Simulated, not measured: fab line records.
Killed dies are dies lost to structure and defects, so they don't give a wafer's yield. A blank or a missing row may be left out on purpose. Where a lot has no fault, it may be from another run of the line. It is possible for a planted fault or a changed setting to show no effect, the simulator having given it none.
Struck lot and sound lot, side by side || flow berkeley_cmos170 || 27 steps out of a route of 331
Sound: the wafers L196.1, L196.5, L196.6. Wafers struck: L204.2, L204.5, L204.6. At the end, the cause is stated.
For every step that has rows: the tool of each side, followed by ch and its chambers, followed by its first start. Under that, the readings that differ: sound wafers || struck wafers || difference of the means || sigmas: that difference in standard deviations of wafers without a fault.
alike: a reading whose means differ by less than 2 such deviations, as well as words and numbers matching on both sides. not compared: withheld readings; readings where some wafer has no value; bounds like >300 that might hide an equal value; numbers whose values overlap and for which the record gives no deviation.
A row with sigmas, a row that says differs or no value, or rows on one side alone: a step with any of these is where the two part. Numbers that don't overlap but have no deviation are shown without sigmas and don't part them. A reading that every wafer of one side lacks parts them only if that side has two wafers or more.

first, 1 step without rows for these wafers: UCB170_PSD_IMPLANT_08.
UCB170_PSD_STRIP_09: strips in O2.
  sound on plasma_asher-01 ch 0,1, day 8 23:31; struck on plasma_asher-01 ch 0,1, day 10 14:05
  alike: drypump_motor_current_A, oes_product_au, strip_time_to_endpoint_s
  not compared: rf_hours_counter_h
UCB170_PSD_TW_MEAS_10:
  struck on film_metro-04, day 10 14:12; sound on film_metro-01, day 8 23:37
{"reading": "PSD_TW", "sound": "2331 2321 2313", "struck": "2335 2349 2353", "difference": "+24", "sigmas": "+2"}
then, 7 steps without rows for these wafers: UCB170_PSD_CLEAN_11 (cleans in SPM, time 600 s); UCB170_NSD_HMDS_00 (prime time 60 s); UCB170_NSD_COAT_01 (resist thk 900 nm); UCB170_NSD_SOFTBAKE_02 (time 60 s); UCB170_NSD_EXPOSE_03 (exposes mask NSELECT MOD, target cd 1200 nm); UCB170_NSD_PEB_04; UCB170_NSD_DEVELOP_05 (develop time 45 s).
UCB170_NSD_CD_MEAS_06: target cd 1200 nm.
  struck on cd_sem-02, day 10 17:40; sound on cd_sem-02, day 9 00:42
{"reading": "cd_nm (nm)", "sound": "1197.7 1199.1 1199.1", "struck": "1202.2 1201.6 1201.8", "difference": "+3.2", "sigmas": "+2"}
UCB170_NSD_OVL_MEAS_07:
  struck on overlay-01, day 10 17:47; sound on overlay-02, day 9 00:49
{"reading": "NSD_OVL (nm)", "sound": "-5 -3 -3", "struck": "12 13 17", "difference": "+18", "sigmas": "+2"}
UCB170_NSD_IMPLANT_08:
  sound on implanter-02 ch 0, day 9 00:51; struck on implanter-02 ch 0, day 10 17:50
{"reading": "beam_on_s (s)", "sound": "10.14 9.97 9.99", "struck": "7.95 7.32 7.74", "difference": -2.36, "sigmas": -11}
{"reading": "faraday_current_uA", "sound": "8995 9139 9140", "struck": "11436 12434 11824", "difference": "+2807", "sigmas": "+15"}
  alike: tilt_deg
UCB170_NSD_STRIP_09: strips in O2.
  sound on plasma_asher-01 ch 0,1, day 9 01:00; struck on plasma_asher-02 ch 0,1, day 10 17:58
{"reading": "oes_product_au (a.u.)", "sound": "0.531 0.528 0.531", "struck": "0.558 0.567 0.565", "difference": "+0.033", "sigmas": "+8"}
{"reading": "strip_time_to_endpoint_s (s)", "sound": "35.76 35.74 35.68", "struck": "33.20 33.08 33.06", "difference": -2.61, "sigmas": -34}
  alike: drypump_motor_current_A
  not compared: rf_hours_counter_h
UCB170_NSD_TW_MEAS_10:
  struck on film_metro-01, day 10 18:04; sound on film_metro-02, day 9 01:06
{"reading": "NSD_TW", "sound": "4183 4208 4174", "struck": "4080 4074 4105", "difference": -102, "sigmas": -6}
then, 4 steps without rows for these wafers: UCB170_NSD_CLEAN_11 (cleans in SPM, time 600 s); UCB170_BACKSIDE_HMDS_00 (prime time 60 s); UCB170_BACKSIDE_COAT_01 (resist thk 900 nm); UCB170_BACKSIDE_SOFTBAKE_02 (time 60 s).
UCB170_BACKSIDE_STRIP_03: strips in O2.
  sound on plasma_asher-02 ch 0,1, day 9 01:49; struck on plasma_asher-04 ch 0,1, day 10 18:56
  alike: drypump_motor_current_A, oes_product_au, strip_time_to_endpoint_s
  not compared: rf_hours_counter_h
then, 1 step without rows for these wafers: UCB170_BACKSIDE_CLEAN_04 (cleans in SPM, time 600 s).
UCB170_SDANNEAL_RTA_00: time 10 s.
  sound on rtp_anneal-02 ch 0, day 9 02:07; struck on rtp_anneal-01 ch 0, day 10 19:15
  alike: lamp_power_pct, wafer_temp_C_max
UCB170_SDANNEAL_RTA_01: time 5 s.
  sound on rtp_anneal-02 ch 0, day 9 02:11; struck on rtp_anneal-01 ch 0, day 10 19:19
{"reading": "lamp_power_pct (%)", "sound": "38.2 38.2 38.2", "struck": "38.9 38.9 38.8", "difference": "+0.7", "sigmas": "+2"}
  alike: wafer_temp_C_max
UCB170_SDANNEAL_RS_MEAS_02: uses a four-point probe to measure.
  struck on film_metro-01, day 10 19:23; sound on film_metro-04, day 9 02:15
  alike: PSD_RS
UCB170_SDANNEAL_RS_MEAS_03: uses a four-point probe to measure.
  struck on film_metro-01, day 10 19:30; sound on film_metro-04, day 9 02:22
{"reading": "NSD_RS (ohm/sq)", "sound": "37.44 37.41 37.51", "struck": "43.34 43.52 43.41", "difference": "+5.97", "sigmas": "+66"}
UCB170_SDANNEAL_RS_MEAS_04: uses a four-point probe to measure.
  struck on film_metro-01, day 10 19:37; sound on film_metro-04, day 9 02:29
  alike: PLDD_RS
UCB170_M3_PROBE_99:
  sound wafers here have rows in the record (prober-01, day 10 02:07); struck ones have none

## WHERE THEY PART
At UCB170_PSD_TW_MEAS_10 first; at UCB170_M3_PROBE_99 last (within this record only).

WHY: what had been put in by the simulator
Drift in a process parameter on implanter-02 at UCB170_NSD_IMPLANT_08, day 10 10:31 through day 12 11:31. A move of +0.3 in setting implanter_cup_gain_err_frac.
